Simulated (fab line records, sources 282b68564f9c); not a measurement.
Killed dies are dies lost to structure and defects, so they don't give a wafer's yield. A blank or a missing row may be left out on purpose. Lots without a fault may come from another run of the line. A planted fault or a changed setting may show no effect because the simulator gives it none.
One fault seen from 2 desks | flow rit_cmos | each desk has only its own numbers; what lay behind them comes last

THE TOOL OWNER'S DESK: litho_track-03
The tool's own readings at RIT_GATE_DEVELOP_15 (develop time 50 s): means of the sampled wafers that have a number, for each lot that ran on this tool. A lot is out of limits, marked OUT, if its mean lies more than 4 standard deviations from the usual mean; the brackets give that distance.
Columns: A = developer_temp_C at RIT_GATE_DEVELOP_15, usual 23.02 C
lot  | first seen here | A
L159 | day 3 00:00     | 23.01
L163 | day 3 20:00     | 23.15
L164 | day 4 03:00     | 23.11
L168 | day 4 21:00     | 23.81 (+7.9) OUT
L170 | day 5 06:00     | 23.79 (+7.7) OUT
This desk's finding: out of limits on L168, L170; first on L168, day 4 21:00 (developer_temp_C at RIT_GATE_DEVELOP_15). In limits: L159, L163, L164.

THE METROLOGY DESK
What the gauges read, lot by lot, whatever tool the lot ran on: means of the sampled wafers that have a number. A lot is out of limits, marked OUT, if its mean lies more than 4 standard deviations from the usual mean; the brackets give that distance.
Columns: A = cd_nm at RIT_GATE_CD_MEAS_16, usual 149.6 nm; B = CONTACT_OVL at RIT_CONTACT_OVL_MEAS_09, usual 0.9 nm
lot  | first seen here | A     | B
L157 | day 2 18:01     | 149.0 | 0.4
L159 | day 3 00:31     | 147.4 | 1.0
L160 | day 3 07:32     | 149.8 | 0.2
L161 | day 3 09:10     | 154.1 | 0.2
L162 | day 3 14:58     | 147.4 | 0.1
L163 | day 3 20:23     | 148.9 | 0.3
L164 | day 4 03:51     | 155.7 | 2.7
L167 | day 4 18:50     | 149.8 | 2.7
L168 | day 4 21:32     | 154.6 | 1.0
L170 | day 5 06:59     | 153.1 | 1.9
L175 | day 6 06:43     | 145.2 | 3.0
L176 | day 6 11:53     | 147.8 | 0.3
L177 | day 6 16:38     | 153.0 | 0.8
L180 | day 7 08:23     | 149.0 | -2.1
This desk's finding: nothing out of limits on any of the 14 lots.

PUT TOGETHER
The tool owner's desk could have raised an alarm at day 4 21:00, on L168, L170.
The metrology desk saw nothing out of limits.
The metrology desk has L168, L170 on record, within its limits.
Of the lots named, all ran RIT_GATE_DEVELOP_15 on litho_track-03.

WHAT THE SIMULATOR HAD PUT IN
Process parameter drift: litho_track-03, from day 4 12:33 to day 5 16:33, at RIT_GATE_DEVELOP_15. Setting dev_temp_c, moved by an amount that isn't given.
Lots struck among those shown: L168, L170.
Hours from the fault's start to each desk's first reading out of limits: the tool owner's desk, 8.
